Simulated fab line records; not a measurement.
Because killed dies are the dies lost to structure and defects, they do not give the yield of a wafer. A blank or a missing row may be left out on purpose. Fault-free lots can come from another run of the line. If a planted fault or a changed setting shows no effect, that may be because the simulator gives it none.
A lot that was struck, set against a sound lot + flow rit cmos + 22 steps out of a route of 202
Sound: wafers L367.3, L367.4, L367.6. Wafers L365.3, L365.4, L365.5 were the ones struck. At the end, the cause is stated.
Order at every step that has rows: each side's tool, ch and its chambers, its first start. Under that, the readings that differ: sound wafers + struck wafers + difference of the means + sigmas: that difference in standard deviations of wafers without a fault.
alike: readings with means less than 2 such deviations apart, plus words and numbers identical on both sides. not compared: withheld readings, readings lacking a value on some wafer, bounds such as >300 that could conceal the same value, and numbers that have no deviation in the record and whose values overlap.
The two part at a step that has a row with sigmas, a row that says differs or no value, or rows on one side only. Numbers that don't overlap but have no deviation are shown without sigmas and don't part them. A reading that every wafer of one side lacks parts them only if that side has two wafers or more.

first, 2 steps without rows for these wafers: RIT_NSD_HARDBAKE_07 (time 60 s); RIT_NSD_IMPLANT_08.
RIT_NSD_STRIP_09: strips in O2, time 180 s.
  sound on plasma asher-01 ch 0,1, day 4 05:46; struck on plasma asher-02 ch 0,1, day 3 19:57
  alike: drypump motor current A
  not compared: rf hours counter h
RIT_NSD_TW_MEAS_10:
  sound: film metro-03 at day 4 05:54; struck: film metro-03 at day 3 20:05
  alike: NSD_TW
then, 6 steps without rows for these wafers: RIT_PSD_HMDS_00 (prime time 60 s); RIT_PSD_COAT_01 (resist thk 1000 nm); RIT_PSD_SOFTBAKE_02 (time 60 s); RIT_PSD_EXPOSE_03 (exposes mask M10, target cd 40900 nm); RIT_PSD_PEB_04; RIT_PSD_DEVELOP_05 (develop time 50 s).
RIT_PSD_OVL_MEAS_06:
  sound: overlay-01 at day 4 06:56; struck: overlay-01 at day 3 20:59
  alike: PSD_OVL
then, 1 step without rows for these wafers: RIT_PSD_HARDBAKE_07 (time 60 s).
RIT_PSD_IMPLANT_08:
  sound on implanter-03 ch 0, day 4 07:09; struck on implanter-04 ch 0, day 3 21:32
  alike: beam energy keV
RIT_PSD_STRIP_09: strips in O2, time 180 s.
  sound on plasma asher-03 ch 0,1, day 4 07:19; struck on plasma asher-03 ch 0,1, day 3 21:41
  alike: drypump motor current A
  not compared: rf hours counter h
RIT_PSD_TW_MEAS_10:
  sound: film metro-04 at day 4 07:27; struck: film metro-04 at day 3 21:49
| reading | sound          | struck         | difference | sigmas |
|---------|----------------|----------------|------------|--------|
| PSD_TW  | 3397 3405 3422 | 3575 3552 3550 | +151       | +4     |
then, 3 steps without rows for these wafers: RIT_SDANNEAL_CLEAN_00 (cleans in SC1, time 600 s); RIT_SDANNEAL_CLEAN_01 (cleans in dHF, time 30 s); RIT_SDANNEAL_CLEAN_02 (cleans in SC2, time 600 s).
RIT_SDANNEAL_RTA_03: time 5 s.
  sound on rtp anneal-02 ch 0, day 4 07:52; struck on rtp anneal-02 ch 0, day 3 22:16
  alike: wafer_temp_C_max
RIT_SDANNEAL_RS_MEAS_04: uses a four-point probe to measure.
  sound: film metro-01 at day 4 07:57; struck: film metro-01 at day 3 22:21
| reading         | sound                | struck               | difference | sigmas |
|-----------------|----------------------|----------------------|------------|--------|
| PSD_RS (ohm/sq) | 115.80 116.03 116.41 | 107.36 107.51 107.78 | -8.53      | -30    |
RIT_SDANNEAL_RS_MEAS_05: uses a four-point probe to measure.
  sound: film metro-01 at day 4 08:04; struck: film metro-01 at day 3 22:28
  alike: NSD_RS
RIT_M1_PROBE_99:
  record: rows for the struck wafers here (prober-02, day 4 05:54), none for the sound ones

== WHERE THEY PART ==
Last at RIT_M1_PROBE_99 as far as this record goes, first at RIT_PSD_TW_MEAS_10.

WHY: what had been put in by the simulator
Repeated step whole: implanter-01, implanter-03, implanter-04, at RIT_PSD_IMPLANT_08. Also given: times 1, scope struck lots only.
